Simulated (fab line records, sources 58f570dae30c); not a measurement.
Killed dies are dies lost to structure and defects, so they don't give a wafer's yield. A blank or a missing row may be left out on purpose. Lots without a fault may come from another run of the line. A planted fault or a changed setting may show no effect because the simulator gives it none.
One fault seen from 2 desks | flow berkeley_cmos170 | each desk has only its own numbers; what lay behind them comes last

THE METROLOGY DESK
What the gauges read, lot by lot, whatever tool the lot ran on: means of the sampled wafers that have a number. A lot is out of limits, marked OUT, if its mean lies more than 4 standard deviations from the usual mean; the brackets give that distance. Of its 8 readings 7 are shown: those that lie furthest out on some lot.
Columns: A = NWELL_OVL at UCB170_NWELL_OVL_MEAS_12, usual 6 nm; B = NWELL_TW at UCB170_NWELL_TW_MEAS_16, usual 1251; C = PWELL_OXIDE_THK at UCB170_PWELL_THK_MEAS_03, usual 26.4 nm; D = PWELL_NITRIDE_THK at UCB170_PWELL_THK_MEAS_06, usual 220.2 nm; E = PWELL_TW at UCB170_PWELL_TW_MEAS_17, usual 377; F = WELLDRIVE_OXIDE_THK at UCB170_WELLDRIVE_THK_MEAS_02, usual 197 nm; G = ACTIVE_OXIDE_THK at UCB170_ACTIVE_THK_MEAS_03, usual 26.1 nm
lot  | first seen here | A  | B    | C    | D     | E   | F   | G
L782 | day 2 12:37     | 12 | 1252 | 26.0 | 218.2 | 378 | 195 | 26.4
L792 | day 5 00:10     | 4  | 1260 | 26.2 | 221.6 | 381 | 194 | 26.2
L794 | day 5 08:22     | 1  | 1241 | 26.0 | 219.2 | 377 | 192 | 25.7
L795 | day 5 08:29     | 10 | 1251 | 26.4 | 220.5 | 376 | 202 | 26.2
L803 | day 7 01:19     | 6  | 1233 | 26.0 | 219.2 | 376 | 195 | 27.0
L804 | day 7 01:34     | 4  | 1253 | 25.8 | 221.8 | 377 | 198 | 26.5
This desk's finding: nothing out of limits on any of the 6 lots.

THE TOOL OWNER'S DESK: furnace-04
The tool's own readings at UCB170_PWELL_OXIDATION_02 (target thk 26.4 nm, ox time 1260 s): means of the sampled wafers that have a number, for each lot that ran on this tool. A lot is out of limits, marked OUT, if its mean lies more than 4 standard deviations from the usual mean; the brackets give that distance.
Columns: A = spike_tc_centre_C at UCB170_PWELL_OXIDATION_02, usual 1002.5 C
lot  | first seen here | A
L782 | day 3 00:57     | 1002.4
L794 | day 5 16:38     | 1001.6
L795 | day 5 16:38     | 1002.1
L803 | day 7 07:54     | 1001.7
L804 | day 7 07:54     | 1001.7
This desk's finding: nothing out of limits on any of the 5 lots.

PUT TOGETHER
The metrology desk saw nothing out of limits.
The tool owner's desk saw nothing out of limits.

WHAT THE SIMULATOR HAD PUT IN
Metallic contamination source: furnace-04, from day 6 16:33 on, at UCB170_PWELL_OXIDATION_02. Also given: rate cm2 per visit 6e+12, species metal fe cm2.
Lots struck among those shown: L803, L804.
